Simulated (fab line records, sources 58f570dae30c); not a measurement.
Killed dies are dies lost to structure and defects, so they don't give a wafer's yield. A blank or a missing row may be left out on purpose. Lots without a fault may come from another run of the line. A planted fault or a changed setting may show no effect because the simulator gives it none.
Which tool did it? | flow berkeley_cmos170 | 7 lots, 21 wafers sampled, at 2 steps of a route of 331

WHAT THE GAUGES READ, wafer by wafer
UCB170_NSD_CD_MEAS_06: target cd 1200 nm.
lot  | measured     | on        | cd_nm (nm)
L814 | day 7 03:17  | cd_sem-02 | 1202.1 1200.0 1200.3
L816 | day 7 12:41  | cd_sem-01 | 1199.1 1200.5 1198.3
L817 | day 7 20:29  | cd_sem-01 | 1198.2 1197.5 1198.4
L821 | day 8 16:25  | cd_sem-02 | 1197.6 1197.7 1198.9
L826 | day 9 18:59  | cd_sem-01 | 1200.9 1201.4 1199.1
L828 | day 10 03:02 | cd_sem-01 | 1199.5 1200.5 1201.2
L832 | day 11 00:43 | cd_sem-01 | 1200.4 1201.1 1199.4

WHICH TOOL RAN EACH LOT (tool, then ch and the chambers of the sampled wafers, then the start)
lot  | UCB170_SPACER_CVD_00
L814 | pecvd-01 ch 0,1, day 6 20:28
L816 | pecvd-01 ch 1,2, day 7 04:28
L817 | pecvd-01 ch 0,1,2, day 7 11:46
L821 | pecvd-03 ch 0,2, day 8 10:36
L826 | pecvd-03 ch 1,2, day 9 10:52
L828 | pecvd-01 ch 0,1,2, day 9 20:50
L832 | pecvd-01 ch 0,1,2, day 10 16:58
- UCB170_SPACER_CVD_00: deposits SiO2 from TEOS/O2, target thk 376 nm, time 47 s.

THE ANSWER, worked out from the rows above alone
Rule: what is usual is taken from the lots themselves. Put in order of their means at a reading, lots are off if they are a third of the lots or fewer, leave a main group of 4 or more, and stand apart from it by a gap of 3 or more times the standard deviation of the main group's means; of several such gaps the widest counts. A main group whose means are all the same, to the digits that the tables above print for the reading, isn't used. A lot without any number at a reading at which 4 lots or more have one is off too. The other lots that the step has rows for count as sound.
No lot is off at any reading shown: from this, nothing can be told.

WHAT THE SIMULATOR HAD PUT IN
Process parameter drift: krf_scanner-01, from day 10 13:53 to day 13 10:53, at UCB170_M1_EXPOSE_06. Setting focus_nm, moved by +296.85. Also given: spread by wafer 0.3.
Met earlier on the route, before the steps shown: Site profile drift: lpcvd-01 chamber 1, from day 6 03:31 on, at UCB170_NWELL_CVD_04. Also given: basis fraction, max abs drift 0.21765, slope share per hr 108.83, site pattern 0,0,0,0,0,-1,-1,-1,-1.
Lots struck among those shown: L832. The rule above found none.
